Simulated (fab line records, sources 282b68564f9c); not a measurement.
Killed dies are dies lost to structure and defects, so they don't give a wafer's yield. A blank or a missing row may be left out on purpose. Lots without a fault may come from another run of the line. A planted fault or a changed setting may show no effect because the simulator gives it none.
Which tool did it? | flow rit_cmos | 14 lots, 42 wafers sampled, at 2 steps of a route of 202

WHAT THE GAUGES READ, wafer by wafer
RIT_FOX1_THK_MEAS_01. Usual: FOX1_OXIDE_THK 350 nm, standard deviation 8.9.
lot  | measured    | on            | FOX1_OXIDE_THK (nm) | flag
L885 | day 1 21:50 | film_metro-02 | 343 338 343         |
L886 | day 2 05:23 | film_metro-03 | 348 346 349         |
L887 | day 2 11:47 | film_metro-04 | 342 339 343         |
L889 | day 2 19:41 | film_metro-04 | 340 342 345         |
L890 | day 3 01:16 | film_metro-03 | 355 360 359         |
L891 | day 3 05:08 | film_metro-03 | 354 350 362         |
L893 | day 3 15:34 | film_metro-03 | 346 342 348         |
L894 | day 3 20:50 | film_metro-04 | 340 343 337         |
L895 | day 4 00:43 | film_metro-04 | 273 269 270         | OFF
L897 | day 4 10:14 | film_metro-04 | 263 260 265         | OFF
L899 | day 4 19:55 | film_metro-02 | 356 359 345         |
L904 | day 5 20:54 | film_metro-03 | 360 360 356         |
L906 | day 6 06:56 | film_metro-03 | 351 353 355         |
L907 | day 6 11:50 | film_metro-03 | 353 350 357         |

WHICH TOOL RAN EACH LOT (tool, then ch and the chambers of the sampled wafers, then the start)
lot  | RIT_FOX1_OXIDATION_00
L885 | furnace-03 ch 0, day 1 20:31
L886 | furnace-03 ch 0, day 2 04:04
L887 | furnace-03 ch 0, day 2 10:28
L889 | furnace-03 ch 0, day 2 18:22
L890 | furnace-01 ch 0, day 2 23:56
L891 | furnace-01 ch 0, day 3 03:47
L893 | furnace-03 ch 0, day 3 14:15
L894 | furnace-03 ch 0, day 3 19:30
L895 | furnace-03 ch 0, day 3 23:23
L897 | furnace-03 ch 0, day 4 08:53
L899 | furnace-04 ch 0, day 4 18:36
L904 | furnace-01 ch 0, day 5 19:34
L906 | furnace-04 ch 0, day 6 05:38
L907 | furnace-04 ch 0, day 6 10:31
- RIT_FOX1_OXIDATION_00: target thk 350.7 nm, ox time 1130 s.

WHAT THE TOOLS THEMSELVES READ (means of the sampled wafers that have a number; where no wafer has one, the mark that the record gives instead)
RIT_FOX1_OXIDATION_00. Usual: spike_tc_centre_C 1102.2 C, standard deviation 1.1; spike_tc_load_C 1127 C, standard deviation 3.5; spike_tc_source_C 1127 C, standard deviation 3.9; tube_center_temp_C 1100 C, standard deviation 0.097; tube_center_temp_C_max 1102.8, standard deviation 0.45; zone_power_centre_pct 51 %, standard deviation 3.8.
lot  | tool       | spike_tc_centre_C (C) | spike_tc_load_C (C) | spike_tc_source_C (C) | tube_center_temp_C (C) | tube_center_temp_C_max | zone_power_centre_pct (%) | flag
L885 | furnace-03 | 1102.2                | 1123                | 1130                  | 1100                   | 1102.6                 | 52                        |
L886 | furnace-03 | 1101.5                | 1124                | 1130                  | 1100                   | 1102.8                 | 51                        |
L887 | furnace-03 | 1102.3                | 1125                | 1131                  | 1100                   | 1102.4                 | 51                        |
L889 | furnace-03 | 1101.5                | 1122                | 1132                  | 1100                   | 1102.8                 | 52                        |
L890 | furnace-01 | 1102.5                | 1127                | 1126                  | 1100                   | 1102.7                 | 46                        |
L891 | furnace-01 | 1103.4                | 1128                | 1126                  | 1100                   | 1102.7                 | 45                        |
L893 | furnace-03 | 1103.4                | 1123                | 1131                  | 1100                   | 1102.6                 | 52                        |
L894 | furnace-03 | 1101.4                | 1123                | 1132                  | 1100                   | 1102.9                 | 52                        |
L895 | furnace-03 | 1062.8                | 1081                | 1089                  | 1060                   | 1062.7                 | 49                        | OFF
L897 | furnace-03 | 1062.5                | 1083                | 1091                  | 1060                   | 1063.0                 | 49                        | OFF
L899 | furnace-04 | 1101.2                | 1132                | 1123                  | 1100                   | 1102.9                 | 56                        |
L904 | furnace-01 | 1102.7                | 1129                | 1124                  | 1100                   | 1102.8                 | 46                        |
L906 | furnace-04 | 1100.7                | 1132                | 1124                  | 1100                   | 1103.2                 | 56                        |
L907 | furnace-04 | 1101.4                | 1131                | 1122                  | 1100                   | 1102.8                 | 56                        |

THE ANSWER, worked out from the rows above alone
Rule: a lot is off if the mean of its wafers that have a number lies more than 3 standard deviations from the usual mean. A lot without any number at a reading at which 4 lots or more have one is off too. The other lots that the step has rows for count as sound. The gauges are gone through in route order, then the tools' own readings, and for those a lot's mean is taken as printed above. The first step at which some lot is off is used, and at that step the reading that is off furthest; a lot without a number counts as furthest.
Off: L895, L897, at RIT_FOX1_THK_MEAS_01 (FOX1_OXIDE_THK).
A tool fits if, at a process step before that reading, it ran every lot that is off, and no sound lot after the first of them. The gauges at RIT_FOX1_THK_MEAS_01 aren't tried: what is off there is off at RIT_FOX1_OXIDATION_00 too, on other tools, and a gauge's error can't cause that. One fits: furnace-03 at RIT_FOX1_OXIDATION_00. Its last sound lot is L894 (day 3 19:30), its first lot that is off L895 (day 3 23:23): a fault that began between those two fits.
The tool's own readings at RIT_FOX1_OXIDATION_00 bear it out: on the lots that are off they differ by more than 5 times the standard deviation of the sound lots' means. spike_tc_centre_C reads 1062.7 C there against 1102.0 C on the sound lots; spike_tc_load_C reads 1082 C there against 1127 C on the sound lots; spike_tc_source_C reads 1090 C there against 1128 C on the sound lots; tube_center_temp_C reads 1060 C there against 1100 C on the sound lots; tube_center_temp_C_max reads 1062.8 there against 1102.8 on the sound lots.

WHAT THE SIMULATOR HAD PUT IN
Process parameter drift: furnace-03, from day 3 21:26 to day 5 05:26, at RIT_FOX1_OXIDATION_00. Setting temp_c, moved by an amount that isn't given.
Lots struck among those shown: L895, L897. The rule above found the same.
